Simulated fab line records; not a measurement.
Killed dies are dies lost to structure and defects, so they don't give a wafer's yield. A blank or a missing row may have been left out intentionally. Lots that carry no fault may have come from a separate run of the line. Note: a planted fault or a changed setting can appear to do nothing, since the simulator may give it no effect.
What tool caused it? || flow rit cmos || 14 lots, 42 wafers sampled, at 2 steps of a route of 202

WHAT THE GAUGES READ, wafer by wafer
RIT_ACTIVE_CD_MEAS_90 targets a cd of 1400 nm.
{"lot": "L392", "measured": "day 1 17:09", "on": "cd sem-01", "cd nm (nm)": "1402.1 1401.8 1402.0"}
{"lot": "L393", "measured": "day 1 22:24", "on": "cd sem-01", "cd nm (nm)": "1396.7 1397.5 1398.6"}
{"lot": "L394", "measured": "day 2 01:01", "on": "cd sem-01", "cd nm (nm)": "1400.3 1402.8 1402.3"}
{"lot": "L395", "measured": "day 2 06:08", "on": "cd sem-02", "cd nm (nm)": "1399.3 1400.0 1401.3"}
{"lot": "L396", "measured": "day 2 11:09", "on": "cd sem-02", "cd nm (nm)": "1404.4 1401.6 1400.9"}
{"lot": "L398", "measured": "day 2 21:09", "on": "cd sem-02", "cd nm (nm)": "1396.5 1397.3 1397.6"}
{"lot": "L404", "measured": "day 4 03:02", "on": "cd sem-01", "cd nm (nm)": "1402.6 1402.9 1402.1"}
{"lot": "L405", "measured": "day 4 08:10", "on": "cd sem-01", "cd nm (nm)": "1399.4 1399.8 1398.1"}
{"lot": "L407", "measured": "day 4 18:01", "on": "cd sem-02", "cd nm (nm)": "1395.6 1396.0 1397.2"}
{"lot": "L408", "measured": "day 4 23:09", "on": "cd sem-01", "cd nm (nm)": "1399.9 1398.7 1398.2"}
{"lot": "L409", "measured": "day 5 04:08", "on": "cd sem-01", "cd nm (nm)": "1395.7 1396.2 1396.5"}
{"lot": "L410", "measured": "day 5 09:01", "on": "cd sem-02", "cd nm (nm)": "1402.8 1401.2 1398.7"}
{"lot": "L411", "measured": "day 5 14:02", "on": "cd sem-01", "cd nm (nm)": "1404.0 1403.9 1402.3"}
{"lot": "L413", "measured": "day 6 01:28", "on": "cd sem-02", "cd nm (nm)": "1403.4 1405.1 1403.2"}

RIT_NWELL_TW_MEAS_10.
{"lot": "L392", "measured": "day 1 23:02", "on": "film metro-02", "NWELL_TW": "2118 2119 2112"}
{"lot": "L393", "measured": "day 2 04:18", "on": "film metro-04", "NWELL_TW": "2147 2148 2140"}
{"lot": "L394", "measured": "day 2 06:57", "on": "film metro-02", "NWELL_TW": "2142 2133 2132"}
{"lot": "L395", "measured": "day 2 12:00", "on": "film metro-03", "NWELL_TW": "2095 2105 2111"}
{"lot": "L396", "measured": "day 2 17:08", "on": "film metro-04", "NWELL_TW": "2138 2153 2140"}
{"lot": "L398", "measured": "day 3 03:58", "on": "film metro-02", "NWELL_TW": "2121 2118 2122"}
{"lot": "L404", "measured": "day 4 08:45", "on": "film metro-03", "NWELL_TW": "2108 2107 2098"}
{"lot": "L405", "measured": "day 4 14:01", "on": "film metro-03", "NWELL_TW": "2100 2109 2097"}
{"lot": "L407", "measured": "day 5 00:19", "on": "film metro-04", "NWELL_TW": "2151 2160 2158"}
{"lot": "L408", "measured": "day 5 04:57", "on": "film metro-04", "NWELL_TW": "2153 2144 2149"}
{"lot": "L409", "measured": "day 5 10:41", "on": "film metro-03", "NWELL_TW": "2101 2101 2093"}
{"lot": "L410", "measured": "day 5 17:02", "on": "film metro-03", "NWELL_TW": "2090 2090 2087"}
{"lot": "L411", "measured": "day 5 23:04", "on": "film metro-02", "NWELL_TW": "2132 2127 2124"}
{"lot": "L413", "measured": "day 6 10:52", "on": "film metro-04", "NWELL_TW": "2129 2124 2117"}

EACH LOT AND THE TOOL THAT RAN IT (in order: tool; ch and the chambers of the sampled wafers; start)
Record: no process step prior to these readings.

WHAT THE TOOLS THEMSELVES READ (means of the sampled wafers that have a number; where no wafer has one, the mark that the record gives instead)
The record holds no such reading with a usual standard deviation.

THE ANSWER, worked out from the rows above alone
Rule: usual is defined by the lots themselves. The widest of any qualifying gaps counts: lots, ordered by their means at a reading, are off when they make up no more than a third of the lots, leave a main group of 4 or more, and stand apart from it by 3 or more times the standard deviation of that group's means. If all means in a main group match to the digits the tables above print for the reading, that group is not used. A lot without any number at a reading at which 4 lots or more have one is off too. All remaining lots with rows at the step are treated as sound. First the gauges in route order, then the tools' own readings, where a lot's mean is used as printed above. The first step at which some lot is off is used, and at that step the reading that is off furthest; a lot without a number counts as furthest.
No lot is off on any of the readings shown, so nothing can be concluded from this.

WHAT THE SIMULATOR PUT IN
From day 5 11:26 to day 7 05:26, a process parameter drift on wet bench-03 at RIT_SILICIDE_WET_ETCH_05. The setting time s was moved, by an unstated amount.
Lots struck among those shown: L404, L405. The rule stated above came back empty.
